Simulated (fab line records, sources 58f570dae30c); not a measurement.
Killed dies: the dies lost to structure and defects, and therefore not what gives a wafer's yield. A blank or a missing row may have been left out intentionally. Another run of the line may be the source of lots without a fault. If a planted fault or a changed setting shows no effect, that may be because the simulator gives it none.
Struck lot and sound lot, side by side -- flow berkeley cmos170 -- 14 out of 331 route steps
Sound: wafers L723.1, L723.3, L723.6. The struck wafers were L726.1, L726.3, L726.6. The cause is given at the end.
Order at every step that has rows: each side's tool, ch and its chambers, its first start. Under that, the readings that differ: sound wafers -- struck wafers -- difference of the means -- sigmas: that difference in standard deviations of wafers without a fault.
alike: a reading whose means differ by less than 2 such deviations, as well as words and numbers matching on both sides. not compared: withheld readings; readings where some wafer has no value; bounds like >300 that might hide an equal value; numbers whose values overlap and for which the record gives no deviation.
Wherever a step has rows on one side only, a row that says differs or no value, or a row with sigmas, the two part there. When numbers do not overlap yet have no deviation, they are printed without sigmas and do not part them. A reading that every wafer of one side lacks parts them only if that side has two wafers or more.

UCB170_M2_STRIP_19: strips in O2.
  sound on plasma asher-02 ch 0,1, day 9 09:13; struck on plasma asher-02 ch 0,1, day 9 20:59
  alike: drypump motor current A, oes product au
  not compared: rf hours counter h
UCB170_M2_CD_MEAS_90: the cd target is 700 nm.
  sound: cd sem-02 at day 9 09:19; struck: cd sem-02 at day 9 21:05
  alike: cd nm
UCB170_V2_CVD_00: deposits SiO2 from TEOS/O2, target thk 2000 nm, time 250 s.
  sound on pecvd-03 ch 1,2, day 9 09:26; struck on pecvd-03 ch 0,2, day 9 21:12
  alike: heater power w, susceptor temp C
UCB170_V2_THK_MEAS_01:
  sound: film metro-03 at day 9 09:35; struck: film metro-01 at day 9 21:26
  alike: V2_TEOS_THK
UCB170_V2_CMP_02: polishes SiO2.
  sound on cmp-02 ch 0,3, day 9 09:38; struck on cmp-01 ch 0,3, day 9 21:29
  alike: motor current A, slurry filter dp kPa
UCB170_V2_BOW_MEAS_03:
  sound: film metro-04 at day 9 09:56; struck: film metro-01 at day 9 21:47
  alike: V2_BOW
UCB170_V2_THK_MEAS_04:
  sound: film metro-04 at day 9 10:04; struck: film metro-01 at day 9 21:55
  alike: V2_POLISHED_THK
then, 5 steps without rows for these wafers: UCB170_V2_CLEAN_05 (cleans in DIW); UCB170_V2_HMDS_06 (prime time 60 s); UCB170_V2_COAT_07 (resist thk 900 nm); UCB170_V2_SOFTBAKE_08 (time 60 s); UCB170_V2_EXPOSE_09 (exposes mask VIA2, target cd 700 nm).
UCB170_V2_PEB_10:
  struck on litho track-02, day 9 22:50; sound on litho track-04 ch 0, day 9 11:35
  no value came back on the struck wafers for chill plate temp C (C), exhaust pa (Pa), plate temp C (C); on the sound wafers chill plate temp C (C) reads 22.97 23.02 22.98
then, 1 step without rows for these wafers: UCB170_V2_DEVELOP_11 (develop time 45 s).

## WHERE THEY PART
Within this record, at UCB170_V2_PEB_10 only.

WHY: what the simulator had put in
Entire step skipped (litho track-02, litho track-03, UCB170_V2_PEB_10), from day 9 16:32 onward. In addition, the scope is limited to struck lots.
